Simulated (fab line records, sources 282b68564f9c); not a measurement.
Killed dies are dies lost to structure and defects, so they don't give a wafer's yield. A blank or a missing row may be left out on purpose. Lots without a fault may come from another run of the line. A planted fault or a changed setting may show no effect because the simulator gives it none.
A struck lot beside a sound one | flow rit_cmos | 15 steps out of a route of 202
Sound: wafers L874.4, L874.5, L874.6. Struck: wafers L888.1, L888.4, L888.5. The cause comes at the end.
At each step with rows: each side's tool, then ch and its chambers, then its first start. Under that, the readings that differ: sound wafers | struck wafers | difference of the means | sigmas: that difference in standard deviations of wafers without a fault.
alike: readings whose means differ by less than 2 such deviations, and words and numbers that are the same on both sides. not compared: withheld readings, readings that some wafer has no value for, bounds like >300 that may hide the same value, and numbers for which the record gives no deviation and whose values overlap.
The two part at a step that has a row with sigmas, a row that says differs or no value, or rows on one side only. Numbers that don't overlap but have no deviation are shown without sigmas and don't part them. A reading that every wafer of one side lacks parts them only if that side has two wafers or more.

RIT_GATE_THK_MEAS_07:
  sound on film_metro-01, day 2 11:13; struck on film_metro-03, day 5 07:52
  alike: GATE_OXIDE_THK
then, 1 step without rows for these wafers: RIT_GATE_CVD_08 (deposits poly-Si from SiH4, target thk 250 nm, time 2220 s).
RIT_GATE_THK_MEAS_09:
  sound on film_metro-01, day 2 12:53; struck on film_metro-01, day 5 10:11
  alike: GATE_POLY_THK
then, 6 steps without rows for these wafers: RIT_GATE_HMDS_10 (prime time 60 s); RIT_GATE_COAT_11 (resist thk 850 nm); RIT_GATE_SOFTBAKE_12 (time 60 s); RIT_GATE_EXPOSE_13 (exposes mask M6, target cd 150 nm); RIT_GATE_PEB_14; RIT_GATE_DEVELOP_15 (develop time 50 s).
RIT_GATE_CD_MEAS_16: target cd 150 nm.
  sound on cd_sem-02, day 2 13:58; struck on cd_sem-02, day 5 11:17
  reading    | sound             | struck            | difference | sigmas
  cd_nm (nm) | 148.7 146.9 149.3 | 153.7 154.3 154.0 | +5.7       | +2
RIT_GATE_OVL_MEAS_17:
  sound on overlay-01, day 2 14:06; struck on overlay-01, day 5 11:24
  alike: GATE_OVL
then, 1 step without rows for these wafers: RIT_GATE_HARDBAKE_18 (time 60 s).
RIT_GATE_ETCH_19: etches poly-Si in SF6/CHF3/O2, stops on SiO2, time 165 s, target depth 312.5 nm.
  sound on rie_si-01 ch 2,3, day 2 14:23; struck on rie_si-01 ch 1,3, day 5 11:35
  reading                                   | sound             | struck            | difference | sigmas
  oes_product_au (a.u.)                     | 0.845 0.843 0.854 | 0.773 0.794 0.769 | -0.069     | -7
  run_length_s (s)                          | 193.4 193.3 193.6 | 211.7 210.9 211.0 | +17.8      | +47
  model.NOVOLAK_of_GATE_COAT_11.thk_nm (nm) | 668.5 669.9 666.7 | 665.1 663.1 664.2 | -4.2       |
  alike: drypump_motor_current_A, he_backside_leak_sccm, throttle_valve_pct
  not compared: rf_hours_counter_h
RIT_GATE_STRIP_20: strips in O2, time 180 s.
  sound on plasma_asher-02 ch 0,1, day 2 14:32; struck on plasma_asher-01 ch 0,1, day 5 11:42
  alike: drypump_motor_current_A
  not compared: rf_hours_counter_h
then, 1 step without rows for these wafers: RIT_M1_PROBE_99.

WHERE THEY PART
First at RIT_GATE_CD_MEAS_16; last, within this record, at RIT_GATE_ETCH_19. Later steps at which nothing parts them and some readings are alike: RIT_GATE_STRIP_20.

WHY: what the simulator had put in
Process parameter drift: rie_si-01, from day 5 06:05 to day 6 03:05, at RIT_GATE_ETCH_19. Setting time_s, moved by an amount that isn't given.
